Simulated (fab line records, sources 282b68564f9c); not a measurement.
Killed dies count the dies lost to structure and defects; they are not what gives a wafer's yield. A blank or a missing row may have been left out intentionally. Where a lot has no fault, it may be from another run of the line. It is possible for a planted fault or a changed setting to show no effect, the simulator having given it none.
Split-lot trial ; flow rit-cmos ; on a route of 202 steps: 5 lots, 23 wafers read

## SPLIT DETAILS
At RIT_GATE_EXPOSE_13 (exposes mask M6, target cd 150 nm), the setting dose-mj was moved away from the recipe's 380 on 5 of the 23 wafers read, by -7.5% to +6.3%. This setting was run at the recipe's value on the other wafers.

## FROM THE SPLIT TO THE READING: what the file shows between them, 6 steps
- RIT_GATE_PEB_14
- RIT_GATE_DEVELOP_15: develop time 51.63 s
- RIT_GATE_CD_MEAS_16: target cd 150 nm
- RIT_GATE_HARDBAKE_18: time 60 s
- RIT_GATE_ETCH_19: etches poly-Si in SF6/CHF3/O2, stops on SiO2, time 165 s, target depth 312.5 nm
- RIT_GATE_STRIP_20: strips in O2, time 180 s

## THE READING
cd-nm, in nm, at RIT_GATE_CD_MEAS_90 (target cd 150 nm). Fault-free wafers of this fab line usually give 149.9 nm, standard deviation 2.5 nm.

wafer;tool, chamber at the split;dose-mj as run;against the recipe;cd-nm, nm;against lot-mates on the recipe
L075.1;iline-stepper-02, 0;380;recipe;146.4;-
L075.2;iline-stepper-02, 0;380;recipe;146.9;-
L075.4;iline-stepper-02, 0;380;recipe;147.2;-
L075.5;iline-stepper-02, 0;380;recipe;146.5;-
L075.6;iline-stepper-02, 0;380;recipe;147.5;-
L076.2;iline-stepper-02, 0;404;+6.3%;116.1;-32.3
L076.3;iline-stepper-02, 0;404;+6.3%;117.7;-30.7
L076.4;iline-stepper-02, 0;380;recipe;149.4;-
L076.5;iline-stepper-02, 0;380;recipe;147.3;-
L076.6;iline-stepper-02, 0;404;+6.3%;117.1;-31.3
L080.1;iline-stepper-02, 0;380;recipe;152.5;-
L080.2;iline-stepper-02, 0;380;recipe;150.2;-
L080.3;iline-stepper-02, 0;380;recipe;149.6;-
L080.4;iline-stepper-02, 0;380;recipe;153.1;-
L080.5;iline-stepper-02, 0;380;recipe;147.9;-
L082.1;iline-stepper-02, 0;380;recipe;151.7;-
L082.3;iline-stepper-02, 0;380;recipe;152.2;-
L082.6;iline-stepper-02, 0;380;recipe;149.8;-
L084.1;iline-stepper-02, 0;351.5;-7.5%;189.5;+37.3
L084.2;iline-stepper-02, 0;380;recipe;151.0;-
L084.3;iline-stepper-02, 0;351.5;-7.5%;189.4;+37.2
L084.5;iline-stepper-02, 0;380;recipe;153.5;-
L084.6;iline-stepper-02, 0;380;recipe;152.0;-

FIT RESULTS
A straight line over all 23 wafers: cd-nm changes by -5.24 nm for each +1% of dose-mj; r = -0.99; the points scatter about the line by 2.2 nm.
The same after taking each lot's own level away (the mean of its wafers on the recipe; 23 wafers): -4.97 nm for each +1%; r = -1.00; scatter 1.2 nm.
Per that fit: largest dose-mj move, reading shift of 37 nm.
The span of the lots' own levels, 146.90 to 152.17 nm, comes to 2.1 times the standard deviation stated above.
The two slopes agree, so the slope changes little with the lot-to-lot level.
Check: +37.3 nm against its lot-mates is what the line predicts for one of the wafers moved furthest among these (-7.5%) when that wafer is left out of the fit. It came out at +37.3 nm against them.

## THE WHOLE CHAIN: every reading that the file lists as answering this split, in the file's order
step;what it does;reading;change (the file's fit);r (the file's)
RIT_GATE_DEVELOP_15;develop time 51.63 s;GATE.cd-nm (the simulator's own value, which no gauge read);-5.02 nm for each +1% of the setting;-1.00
RIT_GATE_CD_MEAS_16;target cd 150 nm;cd-nm;-5.03 nm for each +1% of the setting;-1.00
RIT_GATE_CD_MEAS_90;target cd 150 nm;cd-nm;-4.97 nm for each +1% of the setting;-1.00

## THE FILE'S OWN FIT
cd-nm changes by -4.97 nm for each +1% of dose-mj, r = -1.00.
